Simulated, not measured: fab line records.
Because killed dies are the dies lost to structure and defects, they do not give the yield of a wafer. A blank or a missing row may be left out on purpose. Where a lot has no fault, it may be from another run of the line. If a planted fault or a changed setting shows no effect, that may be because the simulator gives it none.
One fault through the eyes of 2 desks || flow rit-cmos || only its own numbers are on each desk; what lay behind them is given at the end

== TOOL OWNER'S DESK, rie-diel-02 ==
The tool's own readings at RIT_ACTIVE_ETCH_13 (etches Si3N4 in SF6, stops on SiO2, time 210 s, target depth 210 nm): means of the sampled wafers that have a number, for each lot that ran on this tool. If a lot's mean is further than 4 standard deviations from the usual mean, the lot is out of limits and carries the mark OUT (the distance appears in the brackets).
Columns: A = drypump-motor-current-A at RIT_ACTIVE_ETCH_13, usual 5.8 A; B = oes-product-au at RIT_ACTIVE_ETCH_13, usual 0.823 a.u.; C = run-length-s at RIT_ACTIVE_ETCH_13, usual 238.4 s; D = throttle-valve-pct at RIT_ACTIVE_ETCH_13, usual 7.53 %
{"lot": "L329", "first seen here": "day 2 21:25", "A": 5.6, "B": 0.830, "C": 238.0, "D": 7.47}
{"lot": "L333", "first seen here": "day 3 18:03", "A": 5.1, "B": 0.822, "C": "243.6 (+12) OUT", "D": 7.53}
{"lot": "L337", "first seen here": "day 4 15:35", "A": 5.5, "B": 0.819, "C": "243.7 (+12) OUT", "D": 7.48}
This desk finds L333, L337 out of limits, L333 being first, at day 3 18:03 (run-length-s at RIT_ACTIVE_ETCH_13). L329: within limits.

== FROM THE METROLOGY DESK ==
What the gauges read, lot by lot, whatever tool the lot ran on: means of the sampled wafers that have a number. If a lot's mean is further than 4 standard deviations from the usual mean, the lot is out of limits and carries the mark OUT (the distance appears in the brackets).
Columns: A = ACTIVE_OXIDE_THK at RIT_ACTIVE_THK_MEAS_02, usual 46.6 nm; B = ACTIVE_NITRIDE_THK at RIT_ACTIVE_THK_MEAS_04, usual 150.3 nm; C = cd-nm at RIT_ACTIVE_CD_MEAS_11, usual 1400.0 nm; D = cd-nm at RIT_ACTIVE_CD_MEAS_90, usual 1400.0 nm; E = FOX1_OXIDE_THK at RIT_FOX1_THK_MEAS_01, usual 348 nm; F = FOX2_OXIDE_THK at RIT_FOX2_THK_MEAS_01, usual 348 nm; G = FIELD_OXIDE_LEFT_1_THK at RIT_FOX2_THK_MEAS_90, usual 321 nm
{"lot": "L325", "first seen here": "day 1 22:03", "A": 47.0, "B": 151.1, "C": 1398.9, "D": 1398.6, "E": 345, "F": 348, "G": 321}
{"lot": "L329", "first seen here": "day 2 18:03", "A": 46.7, "B": 151.2, "C": 1398.4, "D": 1398.4, "E": 343, "F": 345, "G": 318}
{"lot": "L333", "first seen here": "day 3 15:16", "A": 46.8, "B": 148.8, "C": 1403.3, "D": 1403.3, "E": 346, "F": 357, "G": 330}
{"lot": "L337", "first seen here": "day 4 12:50", "A": 46.3, "B": 150.7, "C": 1399.5, "D": 1399.7, "E": 351, "F": 337, "G": 310}
{"lot": "L344", "first seen here": "day 5 21:04", "A": 47.3, "B": 149.8, "C": 1396.1, "D": 1395.8, "E": 346, "F": 350, "G": 323}
{"lot": "L346", "first seen here": "day 6 07:03", "A": 47.6, "B": 148.9, "C": 1400.2, "D": 1400.3, "E": 358, "F": 350, "G": 322}
This desk found nothing out of limits on any of the 6 lots.

== ALL TOGETHER ==
An alarm could have come from the tool owner's desk at day 3 18:03, on L333, L337.
The metrology desk saw nothing out of limits.
The metrology desk has L333, L337 on record, within its limits.
Of the lots named, all ran RIT_ACTIVE_ETCH_13 on rie-diel-02.

== WHAT THE SIMULATOR HAD PUT IN ==
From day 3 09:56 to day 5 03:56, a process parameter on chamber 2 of rie-diel-02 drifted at RIT_ACTIVE_ETCH_13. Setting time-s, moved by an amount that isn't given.
Shown lots that were struck: L333, L337.
Delay in hours, fault start to first out-of-limits reading, by desk: the tool owner's desk at 8.
